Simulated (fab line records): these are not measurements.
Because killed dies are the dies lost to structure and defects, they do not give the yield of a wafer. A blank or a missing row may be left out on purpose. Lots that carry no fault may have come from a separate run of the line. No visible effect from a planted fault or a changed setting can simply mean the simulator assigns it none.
Which tool was responsible? / flow berkeley_cmos170 / 14 lots with 42 wafers sampled at 5 steps, on a route of 331 steps

== WHAT THE GAUGES SHOWED, per wafer ==
UCB170_ACTIVE_CD_MEAS_90: the cd target is 1200 nm.
lot=L612; measured=day 4 08:50; on=cd_sem-01; cd_nm (nm)=1199.9 1199.3 1199.8
lot=L613; measured=day 5 05:22; on=cd_sem-01; cd_nm (nm)=1200.2 1199.0 1200.0
lot=L614; measured=day 5 05:00; on=cd_sem-01; cd_nm (nm)=1198.7 1198.1 1197.9
lot=L615; measured=day 5 09:08; on=cd_sem-01; cd_nm (nm)=1200.8 1200.4 1200.7
lot=L617; measured=day 5 16:57; on=cd_sem-02; cd_nm (nm)=1199.5 1200.5 1199.1
lot=L618; measured=day 6 00:56; on=cd_sem-02; cd_nm (nm)=1201.8 1202.0 1202.7
lot=L619; measured=day 6 01:18; on=cd_sem-01; cd_nm (nm)=1199.3 1198.0 1198.1
lot=L620; measured=day 6 10:59; on=cd_sem-01; cd_nm (nm)=1202.1 1202.4 1201.3
lot=L621; measured=day 6 11:16; on=cd_sem-02; cd_nm (nm)=1196.7 1199.1 1199.0
lot=L623; measured=day 7 08:01; on=cd_sem-01; cd_nm (nm)=1199.9 1199.0 1199.5
lot=L624; measured=day 7 08:38; on=cd_sem-02; cd_nm (nm)=1198.6 1198.3 1199.2
lot=L628; measured=day 7 18:17; on=cd_sem-01; cd_nm (nm)=1200.9 1202.0 1201.0
lot=L634; measured=day 9 20:17; on=cd_sem-02; cd_nm (nm)=1200.7 1201.5 1200.1
lot=L635; measured=day 9 20:06; on=cd_sem-01; cd_nm (nm)=1199.7 1199.4 1200.5

UCB170_PVT_TW_MEAS_09.
lot=L612; measured=day 5 23:34; on=film_metro-04; PVT_TW=512 513 511
lot=L613; measured=day 6 22:11; on=film_metro-03; PVT_TW=507 505 503
lot=L614; measured=day 6 21:49; on=film_metro-01; PVT_TW=502 501 502
lot=L615; measured=day 6 22:06; on=film_metro-04; PVT_TW=506 510 508
lot=L617; measured=day 7 05:12; on=film_metro-01; PVT_TW=500 500 498
lot=L618; measured=day 7 13:46; on=film_metro-01; PVT_TW=501 505 501
lot=L619; measured=day 7 13:35; on=film_metro-04; PVT_TW=508 508 508
lot=L620; measured=day 8 07:35; on=film_metro-03; PVT_TW=506 505 504
lot=L621; measured=day 8 07:19; on=film_metro-03; PVT_TW=505 508 507
lot=L623; measured=day 9 05:04; on=film_metro-03; PVT_TW=504 506 504
lot=L624; measured=day 9 04:49; on=film_metro-03; PVT_TW=466 467 465
lot=L628; measured=day 9 18:40; on=film_metro-03; PVT_TW=468 469 468
lot=L634; measured=day 11 07:37; on=film_metro-01; PVT_TW=504 504 507
lot=L635; measured=day 11 08:25; on=film_metro-03; PVT_TW=506 507 506

UCB170_PLDD_CD_MEAS_06: the cd target is 1200 nm.
lot=L612; measured=day 6 15:19; on=cd_sem-02; cd_nm (nm)=1200.4 1201.2 1201.4
lot=L613; measured=day 7 14:01; on=cd_sem-01; cd_nm (nm)=1198.1 1197.9 1198.4
lot=L614; measured=day 7 13:47; on=cd_sem-01; cd_nm (nm)=1198.3 1199.1 1198.2
lot=L615; measured=day 7 13:55; on=cd_sem-01; cd_nm (nm)=1200.3 1200.7 1200.2
lot=L617; measured=day 7 21:43; on=cd_sem-01; cd_nm (nm)=1201.1 1203.0 1202.2
lot=L618; measured=day 8 09:37; on=cd_sem-01; cd_nm (nm)=1200.6 1199.6 1200.1
lot=L619; measured=day 8 09:25; on=cd_sem-02; cd_nm (nm)=1198.7 1196.2 1197.4
lot=L620; measured=day 9 04:21; on=cd_sem-01; cd_nm (nm)=1199.2 1198.4 1196.9
lot=L621; measured=day 9 03:49; on=cd_sem-01; cd_nm (nm)=1200.8 1201.7 1201.0
lot=L623; measured=day 10 02:19; on=cd_sem-02; cd_nm (nm)=1197.7 1198.5 1198.9
lot=L624; measured=day 10 01:42; on=cd_sem-01; cd_nm (nm)=1197.9 1199.1 1200.0
lot=L628; measured=day 10 05:47; on=cd_sem-01; cd_nm (nm)=1202.9 1200.9 1201.1
lot=L634; measured=day 11 21:37; on=cd_sem-02; cd_nm (nm)=1199.9 1201.3 1201.4
lot=L635; measured=day 11 21:23; on=cd_sem-02; cd_nm (nm)=1201.0 1200.6 1201.3

== WHICH TOOL RAN EACH LOT (tool, then ch and the chambers of the sampled wafers, then the start) ==
lot=L612; UCB170_NWELL_STRIP_15=plasma_asher-02 ch 0,1, day 2 07:04; UCB170_PVT_IMPLANT_07=implanter-04 ch 0, day 5 23:20
lot=L613; UCB170_NWELL_STRIP_15=plasma_asher-01 ch 0,1, day 2 18:45; UCB170_PVT_IMPLANT_07=implanter-02 ch 0, day 6 21:56
lot=L614; UCB170_NWELL_STRIP_15=plasma_asher-02 ch 0,1, day 2 20:42; UCB170_PVT_IMPLANT_07=implanter-03 ch 0, day 6 21:35
lot=L615; UCB170_NWELL_STRIP_15=plasma_asher-04 ch 0,1, day 3 01:57; UCB170_PVT_IMPLANT_07=implanter-04 ch 0, day 6 21:53
lot=L617; UCB170_NWELL_STRIP_15=plasma_asher-02 ch 0,1, day 3 08:14; UCB170_PVT_IMPLANT_07=implanter-04 ch 0, day 7 04:59
lot=L618; UCB170_NWELL_STRIP_15=plasma_asher-04 ch 0,1, day 3 19:55; UCB170_PVT_IMPLANT_07=implanter-04 ch 0, day 7 13:31
lot=L619; UCB170_NWELL_STRIP_15=plasma_asher-01 ch 0,1, day 3 20:11; UCB170_PVT_IMPLANT_07=implanter-03 ch 0, day 7 13:20
lot=L620; UCB170_NWELL_STRIP_15=plasma_asher-02 ch 0,1, day 4 07:02; UCB170_PVT_IMPLANT_07=implanter-03 ch 0, day 8 07:20
lot=L621; UCB170_NWELL_STRIP_15=plasma_asher-01 ch 0,1, day 4 13:34; UCB170_PVT_IMPLANT_07=implanter-02 ch 0, day 8 07:04
lot=L623; UCB170_NWELL_STRIP_15=plasma_asher-04 ch 0,1, day 5 01:05; UCB170_PVT_IMPLANT_07=implanter-02 ch 0, day 9 04:50
lot=L624; UCB170_NWELL_STRIP_15=plasma_asher-02 ch 0,1, day 5 01:22; UCB170_PVT_IMPLANT_07=implanter-04 ch 0, day 9 04:35
lot=L628; UCB170_NWELL_STRIP_15=plasma_asher-04 ch 0,1, day 5 17:14; UCB170_PVT_IMPLANT_07=implanter-04 ch 0, day 9 18:26
lot=L634; UCB170_NWELL_STRIP_15=plasma_asher-01 ch 0,1, day 7 06:25; UCB170_PVT_IMPLANT_07=implanter-02 ch 0, day 11 07:23
lot=L635; UCB170_NWELL_STRIP_15=plasma_asher-04 ch 0,1, day 7 06:39; UCB170_PVT_IMPLANT_07=implanter-02 ch 0, day 11 08:05
- UCB170_NWELL_STRIP_15: strips in O2.
- UCB170_PVT_IMPLANT_07

== AS READ BY THE TOOLS THEMSELVES (means over the sampled wafers that have a number; for cases with no such wafer, the mark the record gives instead) ==
UCB170_NWELL_STRIP_15.
lot=L612; tool=plasma_asher-02; drypump_motor_current_A (A)=5.5; oes_product_au (a.u.)=0.720; strip_time_to_endpoint_s (s)=17.96
lot=L613; tool=plasma_asher-01; drypump_motor_current_A (A)=5.5; oes_product_au (a.u.)=0.723; strip_time_to_endpoint_s (s)=17.94
lot=L614; tool=plasma_asher-02; drypump_motor_current_A (A)=5.3; oes_product_au (a.u.)=0.722; strip_time_to_endpoint_s (s)=17.96
lot=L615; tool=plasma_asher-04; drypump_motor_current_A (A)=5.0; oes_product_au (a.u.)=0.722; strip_time_to_endpoint_s (s)=18.05
lot=L617; tool=plasma_asher-02; drypump_motor_current_A (A)=5.5; oes_product_au (a.u.)=0.721; strip_time_to_endpoint_s (s)=17.98
lot=L618; tool=plasma_asher-04; drypump_motor_current_A (A)=5.4; oes_product_au (a.u.)=0.722; strip_time_to_endpoint_s (s)=17.93
lot=L619; tool=plasma_asher-01; drypump_motor_current_A (A)=5.7; oes_product_au (a.u.)=0.723; strip_time_to_endpoint_s (s)=18.01
lot=L620; tool=plasma_asher-02; drypump_motor_current_A (A)=5.5; oes_product_au (a.u.)=0.726; strip_time_to_endpoint_s (s)=18.04
lot=L621; tool=plasma_asher-01; drypump_motor_current_A (A)=5.7; oes_product_au (a.u.)=0.720; strip_time_to_endpoint_s (s)=17.95
lot=L623; tool=plasma_asher-04; drypump_motor_current_A (A)=5.0; oes_product_au (a.u.)=0.724; strip_time_to_endpoint_s (s)=17.85
lot=L624; tool=plasma_asher-02; drypump_motor_current_A (A)=5.3; oes_product_au (a.u.)=0.723; strip_time_to_endpoint_s (s)=17.99
lot=L628; tool=plasma_asher-04; drypump_motor_current_A (A)=5.4; oes_product_au (a.u.)=0.722; strip_time_to_endpoint_s (s)=18.04
lot=L634; tool=plasma_asher-01; drypump_motor_current_A (A)=5.7; oes_product_au (a.u.)=0.722; strip_time_to_endpoint_s (s)=17.99
lot=L635; tool=plasma_asher-04; drypump_motor_current_A (A)=5.1; oes_product_au (a.u.)=0.717; strip_time_to_endpoint_s (s)=17.99

UCB170_PVT_IMPLANT_07.
lot=L612; tool=implanter-04; beam_on_s (s)=10.02; faraday_current_uA=6.33
lot=L613; tool=implanter-02; beam_on_s (s)=10.12; faraday_current_uA=6.26
lot=L614; tool=implanter-03; beam_on_s (s)=9.87; faraday_current_uA=6.43
lot=L615; tool=implanter-04; beam_on_s (s)=9.96; faraday_current_uA=6.38
lot=L617; tool=implanter-04; beam_on_s (s)=10.06; faraday_current_uA=6.30
lot=L618; tool=implanter-04; beam_on_s (s)=10.16; faraday_current_uA=6.26
lot=L619; tool=implanter-03; beam_on_s (s)=9.84; faraday_current_uA=6.46
lot=L620; tool=implanter-03; beam_on_s (s)=9.91; faraday_current_uA=6.41
lot=L621; tool=implanter-02; beam_on_s (s)=9.99; faraday_current_uA=6.35
lot=L623; tool=implanter-02; beam_on_s (s)=9.96; faraday_current_uA=6.36
lot=L624; tool=implanter-04; beam_on_s (s)=7.78; faraday_current_uA=8.16
lot=L628; tool=implanter-04; beam_on_s (s)=7.68; faraday_current_uA=8.30
lot=L634; tool=implanter-02; beam_on_s (s)=10.02; faraday_current_uA=6.34
lot=L635; tool=implanter-02; beam_on_s (s)=9.96; faraday_current_uA=6.37

== THE ANSWER, worked out from the rows above alone ==
Rule: what is usual is taken from the lots themselves. The widest of any qualifying gaps counts: lots, ordered by their means at a reading, are off when they make up no more than a third of the lots, leave a main group of 4 or more, and stand apart from it by 3 or more times the standard deviation of that group's means. Not used: any main group whose means are identical at the precision the tables above print for the reading. Also off: a lot with no number at a reading for which 4 or more lots have one. The other lots that the step has rows for count as sound. After the gauges, taken in route order, come the tools' own readings; for these a lot's mean is taken, as printed above. The first step at which some lot is off is used, and at that step the reading that is off furthest; a lot without a number counts as furthest.
Off: L624, L628, at UCB170_PVT_TW_MEAS_09 (PVT_TW). Mean 505 and standard deviation 3.2 in the main group.
A tool fits if, at a process step before that reading, it ran every lot that is off, and no sound lot after the first of them. Not tried: the gauges at UCB170_PVT_TW_MEAS_09; whatever is off there is also off at UCB170_PVT_IMPLANT_07, on other tools, and gauge error can't account for it. One candidate fits, namely implanter-04 at UCB170_PVT_IMPLANT_07. A fault onset in the window from L618 (day 7 13:31, its last sound lot) to L624 (day 9 04:35, its first lot off) fits.
The tool's own readings at UCB170_PVT_IMPLANT_07 bear it out: on the lots that are off they differ by more than 5 times the standard deviation of the sound lots' means. beam_on_s reads 7.73 s there against 9.99 s on the sound lots; faraday_current_uA reads 8.23 there against 6.35 on the sound lots.

== WHAT THE SIMULATOR HAD INSERTED ==
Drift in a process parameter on implanter-04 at UCB170_PVT_IMPLANT_07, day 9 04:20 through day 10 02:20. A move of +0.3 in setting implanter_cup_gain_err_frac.
Lots struck among those shown: L624, L628. The rule above found the same.
